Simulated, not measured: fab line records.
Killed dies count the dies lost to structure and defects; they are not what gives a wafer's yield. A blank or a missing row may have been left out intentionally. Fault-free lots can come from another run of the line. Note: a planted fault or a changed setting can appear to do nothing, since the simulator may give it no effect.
8D (eight disciplines) problem report, filled in by code + flow ritCmos + the parts of the form that need people (team, actions taken, sign-off) are left out

## 1. PROBLEM STATEMENT
RIT_SDANNEAL_CLEAN_02, runLengthS: mean 527 s on 3 wafers (1 lot); fault-free wafers 628 s, standard deviation 3.2. Relative to the usual mean, that is a shift of -32 standard deviations.
The step: cleans in SC2, time 600 s.
Seen first at day 5 23:44 on wetBench-04, wafer L806.3. Wafers with a number at this step in the record: 39, from 13 lots. By rule, "out" or "out of limits" means more than 4 standard deviations away from the usual mean. All remaining wafers that have a number are taken as sound.

## 2. WHAT IT IS, AND WHAT IT ISN'T
| question                    | is                     | is not                                                                                 |
|-----------------------------|------------------------|----------------------------------------------------------------------------------------|
| which readings at this step | runLengthS             | -                                                                                      |
| which lots                  | L806                   | L793, L794, L796, L797, L798, L799, L800, L802, L810, L812, L814, L815                 |
| which wafers of those lots  | all that have a number | -                                                                                      |
| read on which tools         | wetBench-04            | wetBench-01, wetBench-02                                                               |
| when                        | from day 5 23:44       | up to then (24 sound wafers); but 12 sound wafers of L810, L812, L814, L815 came after |

## 3. WHAT RULES OUT EACH SUSPECT
Counting: a tool at a process step up to the reading stays a suspect if it ran every lot that is out and no sound lot after the first of them.
- wetBench-04 at RIT_SDANNEAL_CLEAN_02 (cleans in SC2, time 600 s): ruled out as a lasting fault. The sound lots L810 went through it after L806, its earliest lot that is out (day 5 23:44).
Left after counting: nothing in the record.

## 4. THE CAUSE (what the simulator had put in)
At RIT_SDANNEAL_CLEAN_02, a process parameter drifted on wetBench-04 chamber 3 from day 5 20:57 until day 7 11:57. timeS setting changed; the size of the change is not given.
Counting ruled it out, wrongly.

## 5. THE EFFECT CHAIN, in route order
Each row: a reading where the mean over the struck wafers with a number is more than 3 standard deviations away from the usual. Only readings for which the record gives a usual standard deviation are gone through. hours: the time from each lot's start at the first step in this table that gives one to its start at this step, as a median over the lots. sigmas: the change in usual standard deviations.
| hours | step                  | reading    | usual | on struck wafers | change | sigmas |
|-------|-----------------------|------------|-------|------------------|--------|--------|
| 0     | RIT_SDANNEAL_CLEAN_02 | runLengthS | 628 s | 527              | -101   | -32    |
It contains these process steps:
- RIT_SDANNEAL_CLEAN_02: cleans in SC2, time 600 s.

## 6. WHAT WOULD HAVE CAUGHT IT SOONER
First out-of-limits reading in this record: day 5 23:44, which is 3 hours after fault onset at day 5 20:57.
